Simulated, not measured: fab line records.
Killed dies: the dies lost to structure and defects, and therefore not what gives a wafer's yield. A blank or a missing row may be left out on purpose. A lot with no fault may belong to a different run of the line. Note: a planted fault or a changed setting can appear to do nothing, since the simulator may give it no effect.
Split-lot experiment | flow berkeleyCmos170 | on a route of 331 steps: 5 lots, 23 wafers read

== SPLIT DETAILS ==
At UCB170_M3_METAL_ETCH_18 (etches Al in Cl2/BCl3, stops on SiO2, target depth 1170 nm, time 195 s), the setting icpW was moved away from the recipe's 600 W on 10 of the 23 wafers read, by -10.4% to -3.6%. The other wafers ran this setting at the recipe's value.

There is no step in the file separating the split from the reading.

== THE READING ==
oesProductAu, in a.u., at UCB170_M3_STRIP_19 (strips in O2). A value of 0.530 a.u. with a standard deviation of 0.0088 a.u. is what fault-free wafers of this fab line usually give.

wafer  | tool, chamber at the split | icpW as run, W | against the recipe | oesProductAu, a.u. | against lot-mates on the recipe
L076.1 | rieMetal-01, 1             | 600            | recipe             | 0.538              | -
L076.2 | rieMetal-01, 0             | 555.3          | -7.5%              | 0.568              | +0.021
L076.4 | rieMetal-01, 1             | 555.3          | -7.5%              | 0.579              | +0.032
L076.5 | rieMetal-01, 0             | 555.3          | -7.5%              | 0.588              | +0.041
L076.6 | rieMetal-01, 1             | 600            | recipe             | 0.556              | -
L078.1 | rieMetal-02, 0             | 600            | recipe             | 0.544              | -
L078.3 | rieMetal-02, 1             | 537.8          | -10.4%             | 0.628              | +0.072
L078.4 | rieMetal-02, 0             | 537.8          | -10.4%             | 0.607              | +0.051
L078.5 | rieMetal-02, 0             | 600            | recipe             | 0.568              | -
L078.6 | rieMetal-02, 1             | 537.8          | -10.4%             | 0.630              | +0.074
L084.1 | rieMetal-04, 0             | 600            | recipe             | 0.542              | -
L084.3 | rieMetal-04, 0             | 600            | recipe             | 0.544              | -
L084.6 | rieMetal-04, 1             | 600            | recipe             | 0.524              | -
L082.1 | rieMetal-02, 0             | 600            | recipe             | 0.528              | -
L082.2 | rieMetal-02, 1             | 600            | recipe             | 0.522              | -
L082.3 | rieMetal-02, 0             | 600            | recipe             | 0.535              | -
L082.4 | rieMetal-02, 1             | 578.1          | -3.6%              | 0.550              | +0.022
L082.5 | rieMetal-02, 1             | 578.1          | -3.6%              | 0.556              | +0.028
L083.1 | rieMetal-04, 0             | 552.5          | -7.9%              | 0.589              | +0.070
L083.2 | rieMetal-04, 1             | 600            | recipe             | 0.514              | -
L083.3 | rieMetal-04, 1             | 552.5          | -7.9%              | 0.569              | +0.050
L083.5 | rieMetal-04, 1             | 600            | recipe             | 0.512              | -
L083.6 | rieMetal-04, 0             | 600            | recipe             | 0.532              | -

FIT RESULTS
A straight line over all 23 wafers: oesProductAu changes by -0.00717 a.u. for each +1% of icpW; r = -0.89; the points scatter about the line by 0.015 a.u.
The same after taking each lot's own level away (the mean of its wafers on the recipe; 23 wafers): -0.00606 a.u. for each +1%; r = -0.92; scatter 0.011 a.u.
That fit puts the effect of the largest move of icpW on the reading at 0.063 a.u.
The lots' own levels span 0.5193 to 0.5560 a.u., that is 4.2 times the standard deviation above.
Hence the slope depends on the lot-to-lot level, as the two fits are not the same.
Check: +0.0606 a.u. against its lot-mates is what the line predicts for one of the wafers moved furthest among these (-10.4%) when that wafer is left out of the fit. Against them it came out at +0.072 a.u.

== THESE WAFERS: OTHER SPLITS ==
Other splits were also applied to these wafers ahead of the reading. Each is held against what the fit with the lots' levels taken away leaves over:
other split on the same wafers    | wafers away from the commonest value | r with oesProductAu (lot level and that fit taken away)
UCB170_CONTACT_EXPOSE_12 doseMj   | 9                                    | -0.29
UCB170_V1_ETCH_14 timeS           | 7                                    | -0.43
UCB170_M2_PEB_13 pebTempC         | 7                                    | -0.13
UCB170_M2_DEVELOP_14 developTimeS | 3                                    | +0.14
UCB170_M3_COAT_10 spinRpm         | 5                                    | -0.40

== THE WHOLE CHAIN: every reading that the file lists as answering this split, in the file's order ==
step                    | what it does                                                           | reading                                                                  | change (the file's fit)                   | r (the file's)
UCB170_M3_METAL_ETCH_18 | etches Al in Cl2/BCl3, stops on SiO2, target depth 1170 nm, time 195 s | KrF_of_M3_COAT_10.thkNm (the simulator's own value, which no gauge read) | -5.64 nm for each +1% of the setting      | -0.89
UCB170_M3_STRIP_19      | strips in O2                                                           | oesProductAu                                                             | -0.00616 a.u. for each +1% of the setting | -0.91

== THE FILE'S OWN FIT ==
oesProductAu changes by -0.00616 a.u. for each +1% of icpW, r = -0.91.
